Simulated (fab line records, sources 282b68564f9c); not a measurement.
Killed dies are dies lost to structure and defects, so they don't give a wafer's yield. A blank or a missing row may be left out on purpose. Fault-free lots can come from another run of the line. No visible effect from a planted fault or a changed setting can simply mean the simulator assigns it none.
8D (eight disciplines) problem report, filled in by code	flow rit-cmos	the parts of the form that need people (team, actions taken, sign-off) are left out

== 1. PROBLEM STATEMENT ==
At RIT_GATE_SOFTBAKE_12, run-length-s averages 48.11 s over 6 wafers from 2 lots, while fault-free wafers read 89.24 s, standard deviation 0.15. That is -99 or more standard deviations from the usual mean.
The step: time 60 s.
Seen first at day 5 04:44 on litho-track-04, wafer L954.1. At this step, 36 wafers from 12 lots have a number in the record. Rule for "out" (also "out of limits"): further than 4 standard deviations from the usual mean. Any other wafer with a number is counted as sound.

== 2. WHAT IT IS, AND WHAT IT ISN'T ==
question	is	is not
which readings at this step	run-length-s, heater-power-total-W	-
which lots	L954, L957	L942, L943, L944, L945, L946, L960, L961, L962, L964, L965
which wafers of those lots	all that have a number	-
read on which tools	litho-track-04	litho-track-01, litho-track-02
when	from day 5 04:44	up to then (15 sound wafers); but 15 sound wafers of L960, L961, L962, L964, L965 came after

== 3. WHAT RULES OUT EACH SUSPECT ==
Counting: a tool at a process step up to the reading stays a suspect if it ran every lot that is out and no sound lot after the first of them.
- litho-track-04 at RIT_GATE_SOFTBAKE_12 (time 60 s): ruled out as a lasting fault. Sound lots L964 ran on it after its first lot that is out, L954 (day 5 04:44).
Left after counting: nothing in the record.

== 4. THE CAUSE (what the simulator had put in) ==
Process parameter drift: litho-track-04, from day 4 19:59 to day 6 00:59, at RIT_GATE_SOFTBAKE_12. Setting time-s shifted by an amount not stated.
Counting ruled it out, wrongly.

== 5. THE CHAIN OF EFFECTS, in route order ==
Each row: a reading whose mean over the struck wafers that have a number lies more than 3 standard deviations from the usual. Only readings whose record carries a usual standard deviation are examined. hours: median over the lots of the time between each lot's start at the first step of this table that gives one and its start at this step. sigmas: the change, counted in usual standard deviations.
hours	step	reading	usual	on struck wafers	change	sigmas
0	RIT_GATE_SOFTBAKE_12	heater-power-total-W	34.56 W	47.00	+12.44	+99 or more
0	RIT_GATE_SOFTBAKE_12	run-length-s	89.24 s	48.11	-41.13	-99 or more
It contains these process steps:
- RIT_GATE_SOFTBAKE_12: time 60 s.

== 6. HOW IT WOULD HAVE BEEN CAUGHT EARLIER ==
First out-of-limits reading in this record: day 5 04:44, which is 9 hours after fault onset at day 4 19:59.
